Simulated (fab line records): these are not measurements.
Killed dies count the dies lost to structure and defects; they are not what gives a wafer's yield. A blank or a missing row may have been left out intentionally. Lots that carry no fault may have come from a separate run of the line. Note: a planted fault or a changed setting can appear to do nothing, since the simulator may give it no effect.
Split-lot study | flow ritCmos | 23 wafers read across 5 lots, on a route 202 steps long

ABOUT THE SPLIT
At RIT_PWELL_IMPLANT_08, the setting doseCm2 was moved away from the recipe's 7e+13 on 9 of the 23 wafers read, by -4.9% to +6.3%. The other wafers ran this setting at the recipe's value.

FROM THE SPLIT TO THE READING: what the file shows between them, 3 steps
- RIT_PWELL_STRIP_09: strips in O2, time 180 s
- RIT_PWELL_TW_MEAS_10
- RIT_WELLDRIVE_ANNEAL_00: time 14700 s

THE READING
PWELL_RS (ohm/sq), read at RIT_WELLDRIVE_RS_MEAS_02 with a four-point probe. Fault-free wafers of this fab line usually give 429.3 ohm/sq, standard deviation 1.3 ohm/sq.

wafer  | tool, chamber at the split | doseCm2 as run | against the recipe | PWELL_RS, ohm/sq | against lot-mates on the recipe
L077.1 | implanter-02, 0            | 7.444e+13      | +6.3%              | 413.7            | -15.8
L077.2 | implanter-02, 0            | 7.444e+13      | +6.3%              | 413.4            | -16.1
L077.3 | implanter-02, 0            | 7e+13          | recipe             | 430.1            | -
L077.5 | implanter-02, 0            | 7.444e+13      | +6.3%              | 414.0            | -15.5
L077.6 | implanter-02, 0            | 7e+13          | recipe             | 428.9            | -
L079.1 | implanter-01, 0            | 7e+13          | recipe             | 430.4            | -
L079.3 | implanter-01, 0            | 7e+13          | recipe             | 430.4            | -
L079.4 | implanter-01, 0            | 7e+13          | recipe             | 429.7            | -
L081.1 | implanter-03, 0            | 7e+13          | recipe             | 429.1            | -
L081.2 | implanter-03, 0            | 7e+13          | recipe             | 429.9            | -
L081.3 | implanter-03, 0            | 6.762e+13      | -3.4%              | 440.3            | +10.3
L081.5 | implanter-03, 0            | 6.762e+13      | -3.4%              | 441.7            | +11.7
L081.6 | implanter-03, 0            | 7e+13          | recipe             | 430.9            | -
L082.1 | implanter-02, 0            | 7e+13          | recipe             | 428.2            | -
L082.2 | implanter-02, 0            | 7e+13          | recipe             | 428.7            | -
L082.3 | implanter-02, 0            | 6.655e+13      | -4.9%              | 443.5            | +14.9
L082.4 | implanter-02, 0            | 6.655e+13      | -4.9%              | 443.0            | +14.4
L082.5 | implanter-02, 0            | 7e+13          | recipe             | 429.0            | -
L085.1 | implanter-03, 0            | 7.172e+13      | +2.5%              | 420.2            | -7.3
L085.2 | implanter-03, 0            | 7e+13          | recipe             | 428.6            | -
L085.3 | implanter-03, 0            | 7e+13          | recipe             | 427.1            | -
L085.4 | implanter-03, 0            | 7e+13          | recipe             | 426.9            | -
L085.6 | implanter-03, 0            | 7.172e+13      | +2.5%              | 422.0            | -5.5

THE FIT
A straight line over all 23 wafers: PWELL_RS changes by -2.72 ohm/sq for each +1% of doseCm2; r = -0.98; the points scatter about the line by 1.5 ohm/sq.
The same after taking each lot's own level away (the mean of its wafers on the recipe; 23 wafers): -2.71 ohm/sq for each +1%; r = -0.99; scatter 0.93 ohm/sq.
That fit puts the effect of the largest move of doseCm2 on the reading at 17 ohm/sq.
Measured against the standard deviation above, the lots' own levels, which go from 427.53 to 430.17 ohm/sq, span 2.0 times it.
So the lot-to-lot level changes the slope little: the two slopes agree.
Check: for one of the wafers moved furthest among these (+6.3%), held out of the fit, the line's prediction against its lot-mates is -17 ohm/sq. Against them it came out at -15.8 ohm/sq.

FURTHER SPLITS ON THESE WAFERS
Note: prior to the reading, these wafers also went through further splits. Each is held against what the fit with the lots' levels taken away leaves over:
other split on the same wafers  | wafers away from the commonest value | r with PWELL_RS (lot level and that fit taken away)
RIT_ACTIVE_OXIDATION_01 oxTimeS | 18                                   | -0.01
RIT_NWELL_COAT_01 resistThkNm   | 7                                    | -0.09

THE WHOLE CHAIN: every reading that the file lists as answering this split, in the file's order
step                     | what it does                 | reading  | change (the file's fit)           | r (the file's)
RIT_PWELL_TW_MEAS_10     |                              | PWELL_TW | +2.36 for each +1% of the setting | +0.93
RIT_WELLDRIVE_RS_MEAS_02 | measures by four-point-probe | PWELL_RS | -2.75 for each +1% of the setting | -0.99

THE FILE'S OWN FIT
PWELL_RS changes by -2.75 ohm/sq for each +1% of doseCm2, r = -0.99.
